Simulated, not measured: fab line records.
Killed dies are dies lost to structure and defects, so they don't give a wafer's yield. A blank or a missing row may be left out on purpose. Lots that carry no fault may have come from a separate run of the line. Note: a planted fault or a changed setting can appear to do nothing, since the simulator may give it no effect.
Which of the tools did it? + flow berkeleyCmos170 + Sampling: 16 lots, 48 wafers, 3 of 331 route steps

## WHAT EACH GAUGE READ, for each wafer
UCB170_NWELL_THK_MEAS_05. Usual: NWELL_NITRIDE_THK 222.0 nm, standard deviation 2.
| lot  | measured    | on           | NWELL_NITRIDE_THK (nm) | flag |
|------|-------------|--------------|------------------------|------|
| L810 | day 2 04:46 | filmMetro-03 | 220.4 221.3 221.8      |      |
| L811 | day 2 18:31 | filmMetro-02 | 220.8 219.4 220.3      |      |
| L819 | day 4 23:52 | filmMetro-01 | 222.4 222.7 223.8      |      |
| L821 | day 4 23:52 | filmMetro-02 | 222.1 221.0 221.8      |      |
| L820 | day 4 23:53 | filmMetro-03 | 218.8 222.3 219.0      |      |
| L818 | day 4 23:56 | filmMetro-03 | 222.2 222.4 222.4      |      |
| L823 | day 5 14:35 | filmMetro-02 | 221.6 222.2 223.7      |      |
| L822 | day 5 14:36 | filmMetro-01 | 221.3 224.1 223.1      |      |
| L825 | day 5 22:10 | filmMetro-03 | 222.0 223.7 222.9      |      |
| L824 | day 5 22:10 | filmMetro-02 | 220.2 222.3 218.6      |      |
| L826 | day 6 06:34 | filmMetro-03 | 218.3 219.0 218.3      |      |
| L828 | day 6 06:34 | filmMetro-01 | 221.9 221.8 223.1      |      |
| L830 | day 6 12:08 | filmMetro-01 | 221.2 222.6 220.6      |      |
| L831 | day 7 01:51 | filmMetro-03 | 226.2 225.2 225.4      |      |
| L832 | day 7 01:51 | filmMetro-01 | 220.5 220.8 220.4      |      |
| L833 | day 7 10:32 | filmMetro-03 | 219.7 221.0 219.8      |      |

UCB170_SCREENOX_THK_MEAS_02. Usual: SCREENOX_OXIDE_THK 14.42 nm, standard deviation 0.27.
| lot  | measured     | on           | SCREENOX_OXIDE_THK (nm) | flag |
|------|--------------|--------------|-------------------------|------|
| L810 | day 7 04:14  | filmMetro-01 | 14.31 14.17 14.03       |      |
| L811 | day 7 12:35  | filmMetro-03 | 14.47 14.49 14.49       |      |
| L819 | day 9 06:03  | filmMetro-04 | 6.13 6.37 6.20          | OFF  |
| L821 | day 9 06:07  | filmMetro-01 | 6.36 6.34 6.45          | OFF  |
| L820 | day 9 06:08  | filmMetro-04 | 6.31 6.13 6.24          | OFF  |
| L818 | day 9 06:04  | filmMetro-01 | 6.06 6.46 6.24          | OFF  |
| L823 | day 9 16:55  | filmMetro-01 | 14.46 14.55 14.50       |      |
| L822 | day 9 16:59  | filmMetro-03 | 14.24 14.33 14.24       |      |
| L825 | day 9 16:56  | filmMetro-03 | 14.30 14.56 14.29       |      |
| L824 | day 9 16:56  | filmMetro-04 | 15.00 14.81 15.15       |      |
| L826 | day 10 06:02 | filmMetro-04 | 14.38 14.49 14.51       |      |
| L828 | day 10 06:02 | filmMetro-01 | 14.32 14.27 14.30       |      |
| L830 | day 10 14:56 | filmMetro-04 | 14.43 14.36 14.38       |      |
| L831 | day 10 22:37 | filmMetro-04 | 14.47 14.57 14.60       |      |
| L832 | day 11 11:05 | filmMetro-04 | 14.21 14.14 14.38       |      |
| L833 | day 11 11:05 | filmMetro-01 | 14.94 14.84 14.70       |      |

## EACH LOT AND THE TOOL THAT RAN IT (in order: tool; ch and the chambers of the sampled wafers; start)
| lot  | UCB170_SCREENOX_OXIDATION_01  |
|------|-------------------------------|
| L810 | furnace-04 ch 0, day 7 02:31  |
| L811 | furnace-04 ch 0, day 7 10:51  |
| L819 | furnace-04 ch 0, day 9 04:23  |
| L821 | furnace-04 ch 0, day 9 04:23  |
| L820 | furnace-04 ch 0, day 9 04:23  |
| L818 | furnace-04 ch 0, day 9 04:23  |
| L823 | furnace-01 ch 0, day 9 15:16  |
| L822 | furnace-01 ch 0, day 9 15:16  |
| L825 | furnace-01 ch 0, day 9 15:16  |
| L824 | furnace-01 ch 0, day 9 15:16  |
| L826 | furnace-02 ch 0, day 10 04:22 |
| L828 | furnace-02 ch 0, day 10 04:22 |
| L830 | furnace-02 ch 0, day 10 13:11 |
| L831 | furnace-02 ch 0, day 10 20:56 |
| L832 | furnace-01 ch 0, day 11 09:25 |
| L833 | furnace-01 ch 0, day 11 09:25 |
- UCB170_SCREENOX_OXIDATION_01: target thk 14.4 nm, ox time 2400 s.

## AS READ BY THE TOOLS THEMSELVES (means over the sampled wafers that have a number; for cases with no such wafer, the mark the record gives instead)
UCB170_SCREENOX_OXIDATION_01. Usual: spikeTcLoadC 924.7 C, standard deviation 2; zonePowerSourcePct 25.0 %, standard deviation 1.4.
| lot  | tool       | spikeTcLoadC (C) | zonePowerSourcePct (%) | flag |
|------|------------|------------------|------------------------|------|
| L810 | furnace-04 | 925.2            | 23.7                   |      |
| L811 | furnace-04 | 927.0            | 23.8                   |      |
| L819 | furnace-04 | 926.2            | 23.4                   |      |
| L821 | furnace-04 | 927.1            | 23.8                   |      |
| L820 | furnace-04 | 926.2            | 23.9                   |      |
| L818 | furnace-04 | 926.9            | 23.8                   |      |
| L823 | furnace-01 | 922.9            | 25.6                   |      |
| L822 | furnace-01 | 922.1            | 25.7                   |      |
| L825 | furnace-01 | 923.9            | 25.5                   |      |
| L824 | furnace-01 | 923.1            | 25.2                   |      |
| L826 | furnace-02 | 923.7            | 27.0                   |      |
| L828 | furnace-02 | 923.6            | 26.9                   |      |
| L830 | furnace-02 | 923.0            | 27.3                   |      |
| L831 | furnace-02 | 922.6            | 26.9                   |      |
| L832 | furnace-01 | 922.2            | 25.5                   |      |
| L833 | furnace-01 | 922.1            | 25.5                   |      |

## THE ANSWER, worked out from the rows above alone
Rule: a lot is off if the mean of its wafers that have a number lies more than 3 standard deviations from the usual mean. A lot without any number at a reading at which 4 lots or more have one is off too. Any other lot the step has rows for is counted as sound. Order of review: gauges by route order, followed by the tools' own readings, for which a lot's mean as printed above is used. At the first step where some lot is off, the reading lying furthest off is the one used; lots without a number count as furthest.
Off: L819, L821, L820, L818, seen at UCB170_SCREENOX_THK_MEAS_02 (SCREENOX_OXIDE_THK).
If a tool, at a process step before that reading, ran all the lots that are off and no sound lot after the first of them, it fits. Gauges at UCB170_SCREENOX_THK_MEAS_02: tried the same way as those tools. One fits: furnace-04 at UCB170_SCREENOX_OXIDATION_01. A fault onset in the window from L811 (day 7 10:51, its last sound lot) to L818 (day 9 04:23, its first lot off) fits.

## WHAT THE SIMULATOR PUT IN
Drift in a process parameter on furnace-04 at UCB170_SCREENOX_OXIDATION_01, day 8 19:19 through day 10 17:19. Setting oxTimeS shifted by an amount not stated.
Struck lots among those shown: L819, L821, L820, L818. This agrees with what the rule above found.
